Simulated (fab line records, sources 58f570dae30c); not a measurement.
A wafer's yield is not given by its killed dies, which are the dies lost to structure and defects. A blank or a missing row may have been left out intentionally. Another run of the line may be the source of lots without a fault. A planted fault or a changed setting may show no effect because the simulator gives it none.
Chamber matching + flow berkeleyCmos170 + 3 sister chambers for UCB170_V2_CVD_00 on pecvd-02
The step deposits SiO2 from TEOS/O2, target thk 2000 nm, time 250 s. 3 wafers are shown with their chamber, then 8 later ones without.

WAFERS WITH THEIR CHAMBER
| wafer  | chamber | heaterPowerW (W) |
|--------|---------|------------------|
| L894.1 | 1       | 316              |
| L894.6 | 0       | 315              |
| L895.1 | 2       | 300              |

WAFERS MISSING THEIR CHAMBER
| wafer  | heaterPowerW (W) |
|--------|------------------|
| L895.3 | 306              |
| L895.4 | 361              |
| L897.3 | 283              |
| L897.4 | 260              |
| L897.5 | 253              |
| L899.4 | 256              |
| L899.5 | 227              |
| L899.6 | 256              |

WHICH CHAMBER EACH ONE RAN IN
| wafer  | from the rows above          | in truth |
|--------|------------------------------|----------|
| L895.3 | can't be placed: 2 or 0 or 1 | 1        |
| L895.4 | can't be placed: 1 or 0 or 2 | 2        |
| L897.3 | can't be placed: 2 or 0 or 1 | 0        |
| L897.4 | can't be placed: 2 or 0 or 1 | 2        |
| L897.5 | can't be placed: 2 or 0 or 1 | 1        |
| L899.4 | can't be placed: 2 or 0 or 1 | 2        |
| L899.5 | can't be placed: 2 or 0 or 1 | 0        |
| L899.6 | can't be placed: 2 or 0 or 1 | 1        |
Placed correctly: 0 of 8. Can't be placed from these rows: 8 (the true chamber is among the candidates in 8). 0 placed wrongly.
How it was worked out, from the rows above alone: a wafer's distance from a chamber is the root of the sum, over the readings, of the square of ((its reading less the chamber's mean) divided by the reading's scatter). The wafer belongs to the nearest chamber; if the next one is less than 2 further off, it can't be placed. The mean given for a chamber averages the wafers shown for that chamber. The scatter: root of mean squared gap, hidden wafer to nearest shown wafer, with one shown wafer a chamber.
